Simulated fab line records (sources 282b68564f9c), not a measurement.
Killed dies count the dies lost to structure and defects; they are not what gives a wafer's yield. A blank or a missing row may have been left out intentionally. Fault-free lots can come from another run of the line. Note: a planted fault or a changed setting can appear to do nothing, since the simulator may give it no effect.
Which tool is to blame?	flow rit cmos	Sampling: 7 lots, 21 wafers, 2 of 202 route steps

== WHAT THE GAUGES READ, wafer by wafer ==
RIT_NLDD_TW_MEAS_10.
lot	measured	on	NLDD_TW
L890	day 2 23:43	film metro-03	2498 2492 2504
L894	day 3 18:25	film metro-04	2478 2496 2487
L901	day 5 07:17	film metro-03	2506 2517 2505
L903	day 5 16:09	film metro-04	2453 2441 2452
L906	day 6 08:00	film metro-03	2499 2500 2498
L908	day 6 16:30	film metro-04	2460 2467 2459
L912	day 7 14:14	film metro-04	2463 2453 2450

== TOOL THAT RAN EACH LOT (tool first, then ch and the chambers of the sampled wafers, then the start) ==
lot	RIT_NLDD_IMPLANT_08
L890	implanter-01 ch 0, day 2 23:23
L894	implanter-01 ch 0, day 3 18:07
L901	implanter-03 ch 0, day 5 07:01
L903	implanter-03 ch 0, day 5 15:50
L906	implanter-03 ch 0, day 6 07:41
L908	implanter-03 ch 0, day 6 16:10
L912	implanter-02 ch 0, day 7 13:55
- RIT_NLDD_IMPLANT_08

== THE ANSWER, worked out from the rows above alone ==
Rule: the lots themselves supply what counts as usual. The widest of any qualifying gaps counts: lots, ordered by their means at a reading, are off when they make up no more than a third of the lots, leave a main group of 4 or more, and stand apart from it by 3 or more times the standard deviation of that group's means. Not used: any main group whose means are identical at the precision the tables above print for the reading. Also off: a lot with no number at a reading for which 4 or more lots have one. The other lots that the step has rows for count as sound.
None of the lots is off at any reading shown; this tells nothing.

== WHAT WAS PUT IN BY THE SIMULATOR ==
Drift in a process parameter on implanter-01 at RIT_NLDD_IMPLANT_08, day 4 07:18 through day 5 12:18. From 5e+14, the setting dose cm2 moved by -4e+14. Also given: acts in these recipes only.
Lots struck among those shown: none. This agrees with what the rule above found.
